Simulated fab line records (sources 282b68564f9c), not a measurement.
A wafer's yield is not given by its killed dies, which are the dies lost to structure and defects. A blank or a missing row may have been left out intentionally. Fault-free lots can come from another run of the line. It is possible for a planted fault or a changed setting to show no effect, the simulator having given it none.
Which of the tools did it? | flow rit-cmos | 14 lots, 42 wafers sampled, at 2 steps of a route of 202

== WHAT EACH GAUGE READ, for each wafer ==
RIT_PSD_OVL_MEAS_06.
lot  | measured    | on         | PSD_OVL (nm)
L629 | day 3 01:03 | overlay-01 | -0.3 -2.7 -1.6
L630 | day 3 05:16 | overlay-02 | -1.3 -1.5 -1.6
L631 | day 3 11:14 | overlay-02 | -3.2 -1.0 -1.3
L632 | day 3 17:50 | overlay-01 | -1.5 -2.1 -1.3
L633 | day 3 21:41 | overlay-02 | -2.4 -2.2 -2.3
L634 | day 4 02:19 | overlay-01 | -1.8 -1.8 -1.7
L636 | day 4 14:13 | overlay-01 | 1.4 -0.3 -0.6
L640 | day 5 12:47 | overlay-02 | -3.2 -1.9 -3.3
L643 | day 6 09:10 | overlay-02 | -0.6 -2.1 -0.7
L645 | day 6 13:50 | overlay-01 | -2.6 -2.3 -1.5
L646 | day 6 20:16 | overlay-01 | 0.3 1.9 -0.8
L648 | day 7 04:23 | overlay-01 | -0.2 -1.9 -0.5
L650 | day 7 12:07 | overlay-01 | -0.2 0.6 0.6
L652 | day 7 20:16 | overlay-01 | -1.4 -2.0 -2.5

RIT_SDANNEAL_RS_MEAS_06: measures by four-point-probe.
lot  | measured    | on            | PLDD_RS (ohm/sq)
L629 | day 3 02:17 | film-metro-03 | 178.6 178.5 178.2
L630 | day 3 06:30 | film-metro-03 | 179.0 178.7 178.8
L631 | day 3 12:31 | film-metro-04 | 178.4 178.3 178.3
L632 | day 3 19:05 | film-metro-04 | 178.7 179.1 178.7
L633 | day 3 22:58 | film-metro-04 | 178.6 179.2 178.2
L634 | day 4 03:35 | film-metro-01 | 178.8 178.6 178.8
L636 | day 4 15:28 | film-metro-03 | 178.8 178.8 178.8
L640 | day 5 14:02 | film-metro-04 | 179.3 179.1 179.1
L643 | day 6 10:25 | film-metro-01 | 178.1 177.9 178.1
L645 | day 6 15:11 | film-metro-03 | 178.5 179.3 178.9
L646 | day 6 21:32 | film-metro-03 | 178.7 178.4 178.9
L648 | day 7 05:50 | film-metro-01 | 178.0 178.8 178.4
L650 | day 7 13:34 | film-metro-01 | 178.4 177.7 178.2
L652 | day 7 21:31 | film-metro-01 | 178.4 178.8 179.0

== EACH LOT AND THE TOOL THAT RAN IT (in order: tool; ch and the chambers of the sampled wafers; start) ==
Before these readings, the record contains no process step.

== AS READ BY THE TOOLS THEMSELVES (means over the sampled wafers that have a number; for cases with no such wafer, the mark the record gives instead) ==
The record holds no such reading with a usual standard deviation.

== THE ANSWER, worked out from the rows above alone ==
Rule: what is usual is taken from the lots themselves. Put in order of their means at a reading, lots are off if they are a third of the lots or fewer, leave a main group of 4 or more, and stand apart from it by a gap of 3 or more times the standard deviation of the main group's means; of several such gaps the widest counts. A main group is skipped when, at the precision printed for the reading in the tables above, its means are all equal. A lot without any number at a reading at which 4 lots or more have one is off too. All remaining lots with rows at the step are treated as sound. The gauges are gone through in route order, then the tools' own readings, and for those a lot's mean is taken as printed above. At the first step where some lot is off, the reading lying furthest off is the one used; lots without a number count as furthest.
Nothing can be told from this: no lot is off at any reading shown.

== WHAT THE SIMULATOR HAD INSERTED ==
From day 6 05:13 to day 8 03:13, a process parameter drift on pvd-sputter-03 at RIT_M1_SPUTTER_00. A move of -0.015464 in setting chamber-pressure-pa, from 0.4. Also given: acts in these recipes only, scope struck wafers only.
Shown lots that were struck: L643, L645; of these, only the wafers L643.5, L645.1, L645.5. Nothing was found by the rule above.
